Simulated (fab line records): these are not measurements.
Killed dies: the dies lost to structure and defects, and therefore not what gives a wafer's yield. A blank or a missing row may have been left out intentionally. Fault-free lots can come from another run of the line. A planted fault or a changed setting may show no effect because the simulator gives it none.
Split-lot trial / flow rit cmos / 5 lots, 23 wafers read, on a route of 202 steps

## ABOUT THE SPLIT
At RIT_ACTIVE_ETCH_13 (etches Si3N4 in SF6, stops on SiO2, time 210 s, target depth 210 nm), the setting pressure mtorr was moved away from the recipe's 260 mTorr on 15 of the 23 wafers read, by -13.4% to +9.9%. For the rest of the wafers, this setting stayed at what the recipe calls for.

The reading comes from the split's own step.

## THE READING
SiO2_of_ACTIVE_OXIDATION_01.thk nm (the simulator's own value, which no gauge read), in nm, at RIT_ACTIVE_ETCH_13 (etches Si3N4 in SF6, stops on SiO2, time 210 s, target depth 210 nm). The file gives no usual value for it. The 8 wafers here that ran the recipe average 43.34 nm, standard deviation 1.3 nm.

wafer=L074.1; tool, chamber at the split=rie diel-03, 3; pressure mtorr as run, mTorr=225.1; against the recipe=-13.4%; SiO2_of_ACTIVE_OXIDATION_01.thk nm, nm=49.13; against lot-mates on the recipe=no lot-mate on the recipe
wafer=L074.3; tool, chamber at the split=rie diel-03, 1; pressure mtorr as run, mTorr=225.1; against the recipe=-13.4%; SiO2_of_ACTIVE_OXIDATION_01.thk nm, nm=48.62; against lot-mates on the recipe=no lot-mate on the recipe
wafer=L074.4; tool, chamber at the split=rie diel-03, 2; pressure mtorr as run, mTorr=225.1; against the recipe=-13.4%; SiO2_of_ACTIVE_OXIDATION_01.thk nm, nm=49.62; against lot-mates on the recipe=no lot-mate on the recipe
wafer=L074.5; tool, chamber at the split=rie diel-03, 0; pressure mtorr as run, mTorr=225.1; against the recipe=-13.4%; SiO2_of_ACTIVE_OXIDATION_01.thk nm, nm=48.91; against lot-mates on the recipe=no lot-mate on the recipe
wafer=L074.6; tool, chamber at the split=rie diel-03, 1; pressure mtorr as run, mTorr=225.1; against the recipe=-13.4%; SiO2_of_ACTIVE_OXIDATION_01.thk nm, nm=49.23; against lot-mates on the recipe=no lot-mate on the recipe
wafer=L077.1; tool, chamber at the split=rie diel-03, 3; pressure mtorr as run, mTorr=229.6; against the recipe=-11.7%; SiO2_of_ACTIVE_OXIDATION_01.thk nm, nm=47.07; against lot-mates on the recipe=no lot-mate on the recipe
wafer=L077.2; tool, chamber at the split=rie diel-03, 2; pressure mtorr as run, mTorr=229.6; against the recipe=-11.7%; SiO2_of_ACTIVE_OXIDATION_01.thk nm, nm=47.13; against lot-mates on the recipe=no lot-mate on the recipe
wafer=L077.3; tool, chamber at the split=rie diel-03, 0; pressure mtorr as run, mTorr=229.6; against the recipe=-11.7%; SiO2_of_ACTIVE_OXIDATION_01.thk nm, nm=46.9; against lot-mates on the recipe=no lot-mate on the recipe
wafer=L077.4; tool, chamber at the split=rie diel-03, 1; pressure mtorr as run, mTorr=229.6; against the recipe=-11.7%; SiO2_of_ACTIVE_OXIDATION_01.thk nm, nm=47.17; against lot-mates on the recipe=no lot-mate on the recipe
wafer=L077.6; tool, chamber at the split=rie diel-03, 1; pressure mtorr as run, mTorr=229.6; against the recipe=-11.7%; SiO2_of_ACTIVE_OXIDATION_01.thk nm, nm=47.37; against lot-mates on the recipe=no lot-mate on the recipe
wafer=L080.1; tool, chamber at the split=rie diel-02, 2; pressure mtorr as run, mTorr=285.7; against the recipe=+9.9%; SiO2_of_ACTIVE_OXIDATION_01.thk nm, nm=41.75; against lot-mates on the recipe=no lot-mate on the recipe
wafer=L080.2; tool, chamber at the split=rie diel-02, 1; pressure mtorr as run, mTorr=285.7; against the recipe=+9.9%; SiO2_of_ACTIVE_OXIDATION_01.thk nm, nm=41.35; against lot-mates on the recipe=no lot-mate on the recipe
wafer=L080.4; tool, chamber at the split=rie diel-02, 1; pressure mtorr as run, mTorr=285.7; against the recipe=+9.9%; SiO2_of_ACTIVE_OXIDATION_01.thk nm, nm=42.12; against lot-mates on the recipe=no lot-mate on the recipe
wafer=L080.5; tool, chamber at the split=rie diel-02, 2; pressure mtorr as run, mTorr=285.7; against the recipe=+9.9%; SiO2_of_ACTIVE_OXIDATION_01.thk nm, nm=41.3; against lot-mates on the recipe=no lot-mate on the recipe
wafer=L080.6; tool, chamber at the split=rie diel-02, 3; pressure mtorr as run, mTorr=285.7; against the recipe=+9.9%; SiO2_of_ACTIVE_OXIDATION_01.thk nm, nm=41.16; against lot-mates on the recipe=no lot-mate on the recipe
wafer=L082.1; tool, chamber at the split=rie diel-01, 1; pressure mtorr as run, mTorr=260; against the recipe=recipe; SiO2_of_ACTIVE_OXIDATION_01.thk nm, nm=45.54; against lot-mates on the recipe=-
wafer=L082.2; tool, chamber at the split=rie diel-01, 2; pressure mtorr as run, mTorr=260; against the recipe=recipe; SiO2_of_ACTIVE_OXIDATION_01.thk nm, nm=44; against lot-mates on the recipe=-
wafer=L082.3; tool, chamber at the split=rie diel-01, 0; pressure mtorr as run, mTorr=260; against the recipe=recipe; SiO2_of_ACTIVE_OXIDATION_01.thk nm, nm=45.19; against lot-mates on the recipe=-
wafer=L085.1; tool, chamber at the split=rie diel-02, 1; pressure mtorr as run, mTorr=260; against the recipe=recipe; SiO2_of_ACTIVE_OXIDATION_01.thk nm, nm=43.1; against lot-mates on the recipe=-
wafer=L085.2; tool, chamber at the split=rie diel-02, 3; pressure mtorr as run, mTorr=260; against the recipe=recipe; SiO2_of_ACTIVE_OXIDATION_01.thk nm, nm=41.81; against lot-mates on the recipe=-
wafer=L085.3; tool, chamber at the split=rie diel-02, 2; pressure mtorr as run, mTorr=260; against the recipe=recipe; SiO2_of_ACTIVE_OXIDATION_01.thk nm, nm=42.58; against lot-mates on the recipe=-
wafer=L085.4; tool, chamber at the split=rie diel-02, 0; pressure mtorr as run, mTorr=260; against the recipe=recipe; SiO2_of_ACTIVE_OXIDATION_01.thk nm, nm=42.06; against lot-mates on the recipe=-
wafer=L085.6; tool, chamber at the split=rie diel-02, 0; pressure mtorr as run, mTorr=260; against the recipe=recipe; SiO2_of_ACTIVE_OXIDATION_01.thk nm, nm=42.46; against lot-mates on the recipe=-

FIT RESULTS
A straight line over all 23 wafers: SiO2_of_ACTIVE_OXIDATION_01.thk nm changes by -0.313 nm for each +1% of pressure mtorr; r = -0.93; the points scatter about the line by 1.1 nm.
Too few moved wafers with a lot-mate on the recipe to fit a line net of each lot's own level.

## FILE'S OWN FIT
SiO2_of_ACTIVE_OXIDATION_01.thk nm changes by -0.313 nm for each +1% of pressure mtorr, r = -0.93.
